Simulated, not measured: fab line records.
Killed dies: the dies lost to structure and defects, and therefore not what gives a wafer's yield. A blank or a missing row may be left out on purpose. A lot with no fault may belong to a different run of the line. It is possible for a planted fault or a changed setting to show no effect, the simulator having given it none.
Split-lot trial :: flow rit_cmos :: route with 202 steps; 5 lots, 23 wafers read

THE SPLIT ITSELF
At RIT_FOX2_OXIDATION_00 (target thk 350.7 nm, ox time 1130 s), the setting temp_c was moved away from the recipe's 1100 C on 15 of the 23 wafers read, by -2.8% to +2.6%. The other wafers ran this setting at the recipe's value.

FROM THE SPLIT TO THE READING: what the file shows between them, 20 steps
- RIT_FOX2_THK_MEAS_01
- RIT_FOX2_CLEAN_02: cleans in dHF, time 180 s
- RIT_FOX2_WET_ETCH_03: etches Si3N4 in H3PO4, target depth 195 nm, time 2700 s
- RIT_FOX2_THK_MEAS_90
- RIT_PWELL_COAT_01: resist thk 1300 nm (also split here: spin_rpm)
- RIT_PWELL_SOFTBAKE_02: time 60 s
- RIT_PWELL_EXPOSE_03: exposes mask M3, target cd 43700 nm
- RIT_PWELL_DEVELOP_05: develop time 68 s
- RIT_PWELL_HARDBAKE_07: time 120 s
- RIT_PWELL_IMPLANT_08 (also split here: energy_kev)
- RIT_NRETRO_COAT_01: resist thk 1300 nm (also split here: spin_rpm)
- RIT_NRETRO_SOFTBAKE_02: time 60 s
- RIT_NRETRO_EXPOSE_03: exposes mask M4, target cd 43900 nm
- RIT_NRETRO_DEVELOP_05: develop time 68 s
- RIT_NRETRO_HARDBAKE_07: time 120 s
- RIT_NRETRO_IMPLANT_08 (also split here: energy_kev)
- RIT_GATE_CLEAN_01: cleans in SC1, time 600 s (also split here: time_s)
- RIT_GATE_CLEAN_02: cleans in dHF, time 30 s
- RIT_GATE_CLEAN_03: cleans in SC2, time 600 s
- RIT_GATE_CLEAN_04: cleans in dHF, time 60 s

THE READING
Values of FIELD_OXIDE_LEFT_2_THK in nm from RIT_FOX2_THK_MEAS_91. Typical for fault-free wafers on this fab line: 258 nm, with standard deviation 6.9 nm.

wafer: L077.1
tool, chamber at the split: furnace-04, 0
temp_c as run, C: 1100
against the recipe: recipe
FIELD_OXIDE_LEFT_2_THK, nm: 258
against lot-mates on the recipe: -

wafer: L077.3
tool, chamber at the split: furnace-04, 0
temp_c as run, C: 1100
against the recipe: recipe
FIELD_OXIDE_LEFT_2_THK, nm: 260
against lot-mates on the recipe: -

wafer: L077.4
tool, chamber at the split: furnace-04, 0
temp_c as run, C: 1100
against the recipe: recipe
FIELD_OXIDE_LEFT_2_THK, nm: 264
against lot-mates on the recipe: -

wafer: L078.1
tool, chamber at the split: -, -
temp_c as run, C: 1076
against the recipe: -2.2%
FIELD_OXIDE_LEFT_2_THK, nm: 206
against lot-mates on the recipe: no lot-mate on the recipe

wafer: L078.2
tool, chamber at the split: -, -
temp_c as run, C: 1076
against the recipe: -2.2%
FIELD_OXIDE_LEFT_2_THK, nm: 207
against lot-mates on the recipe: no lot-mate on the recipe

wafer: L078.4
tool, chamber at the split: -, -
temp_c as run, C: 1076
against the recipe: -2.2%
FIELD_OXIDE_LEFT_2_THK, nm: 207
against lot-mates on the recipe: no lot-mate on the recipe

wafer: L078.5
tool, chamber at the split: -, -
temp_c as run, C: 1076
against the recipe: -2.2%
FIELD_OXIDE_LEFT_2_THK, nm: 213
against lot-mates on the recipe: no lot-mate on the recipe

wafer: L078.6
tool, chamber at the split: -, -
temp_c as run, C: 1076
against the recipe: -2.2%
FIELD_OXIDE_LEFT_2_THK, nm: 208
against lot-mates on the recipe: no lot-mate on the recipe

wafer: L079.1
tool, chamber at the split: -, -
temp_c as run, C: 1129
against the recipe: +2.6%
FIELD_OXIDE_LEFT_2_THK, nm: 297
against lot-mates on the recipe: no lot-mate on the recipe

wafer: L079.2
tool, chamber at the split: -, -
temp_c as run, C: 1129
against the recipe: +2.6%
FIELD_OXIDE_LEFT_2_THK, nm: 299
against lot-mates on the recipe: no lot-mate on the recipe

wafer: L079.3
tool, chamber at the split: -, -
temp_c as run, C: 1129
against the recipe: +2.6%
FIELD_OXIDE_LEFT_2_THK, nm: 297
against lot-mates on the recipe: no lot-mate on the recipe

wafer: L079.4
tool, chamber at the split: -, -
temp_c as run, C: 1129
against the recipe: +2.6%
FIELD_OXIDE_LEFT_2_THK, nm: 299
against lot-mates on the recipe: no lot-mate on the recipe

wafer: L079.6
tool, chamber at the split: -, -
temp_c as run, C: 1129
against the recipe: +2.6%
FIELD_OXIDE_LEFT_2_THK, nm: 304
against lot-mates on the recipe: no lot-mate on the recipe

wafer: L083.2
tool, chamber at the split: -, -
temp_c as run, C: 1100
against the recipe: recipe
FIELD_OXIDE_LEFT_2_THK, nm: 260
against lot-mates on the recipe: -

wafer: L083.3
tool, chamber at the split: -, -
temp_c as run, C: 1100
against the recipe: recipe
FIELD_OXIDE_LEFT_2_THK, nm: 263
against lot-mates on the recipe: -

wafer: L083.4
tool, chamber at the split: -, -
temp_c as run, C: 1100
against the recipe: recipe
FIELD_OXIDE_LEFT_2_THK, nm: 268
against lot-mates on the recipe: -

wafer: L083.5
tool, chamber at the split: -, -
temp_c as run, C: 1100
against the recipe: recipe
FIELD_OXIDE_LEFT_2_THK, nm: 261
against lot-mates on the recipe: -

wafer: L083.6
tool, chamber at the split: -, -
temp_c as run, C: 1100
against the recipe: recipe
FIELD_OXIDE_LEFT_2_THK, nm: 262
against lot-mates on the recipe: -

wafer: L084.1
tool, chamber at the split: -, -
temp_c as run, C: 1069
against the recipe: -2.8%
FIELD_OXIDE_LEFT_2_THK, nm: 208
against lot-mates on the recipe: no lot-mate on the recipe

wafer: L084.2
tool, chamber at the split: -, -
temp_c as run, C: 1069
against the recipe: -2.8%
FIELD_OXIDE_LEFT_2_THK, nm: 204
against lot-mates on the recipe: no lot-mate on the recipe

wafer: L084.3
tool, chamber at the split: -, -
temp_c as run, C: 1069
against the recipe: -2.8%
FIELD_OXIDE_LEFT_2_THK, nm: 203
against lot-mates on the recipe: no lot-mate on the recipe

wafer: L084.5
tool, chamber at the split: -, -
temp_c as run, C: 1069
against the recipe: -2.8%
FIELD_OXIDE_LEFT_2_THK, nm: 211
against lot-mates on the recipe: no lot-mate on the recipe

wafer: L084.6
tool, chamber at the split: -, -
temp_c as run, C: 1069
against the recipe: -2.8%
FIELD_OXIDE_LEFT_2_THK, nm: 204
against lot-mates on the recipe: no lot-mate on the recipe

THE FIT
A straight line over all 23 wafers: FIELD_OXIDE_LEFT_2_THK changes by +18.2 nm for each +1% of temp_c; r = +0.99; the points scatter about the line by 6.6 nm.
Too few moved wafers have a lot-mate on the recipe to fit a line with each lot's own level taken away.

THE WHOLE CHAIN: every reading that the file lists as answering this split, in the file's order
step: RIT_FOX2_OXIDATION_00
what it does: target thk 350.7 nm, ox time 1130 s
reading: SiO2_of_FOX2_OXIDATION_00.thk_nm (the simulator's own value, which no gauge read)
change (the file's fit): +18.1 nm for each +1% of the setting
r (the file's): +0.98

step: RIT_FOX2_THK_MEAS_01
what it does: 
reading: FOX2_OXIDE_THK
change (the file's fit): +18.1 for each +1% of the setting
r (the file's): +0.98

step: RIT_FOX2_THK_MEAS_90
what it does: 
reading: FIELD_OXIDE_LEFT_1_THK
change (the file's fit): +18.1 for each +1% of the setting
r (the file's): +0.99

step: RIT_FOX2_THK_MEAS_91
what it does: 
reading: FIELD_OXIDE_LEFT_2_THK
change (the file's fit): +18.2 for each +1% of the setting
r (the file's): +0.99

FILE'S OWN FIT
FIELD_OXIDE_LEFT_2_THK changes by +18.2 nm for each +1% of temp_c, r = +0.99.
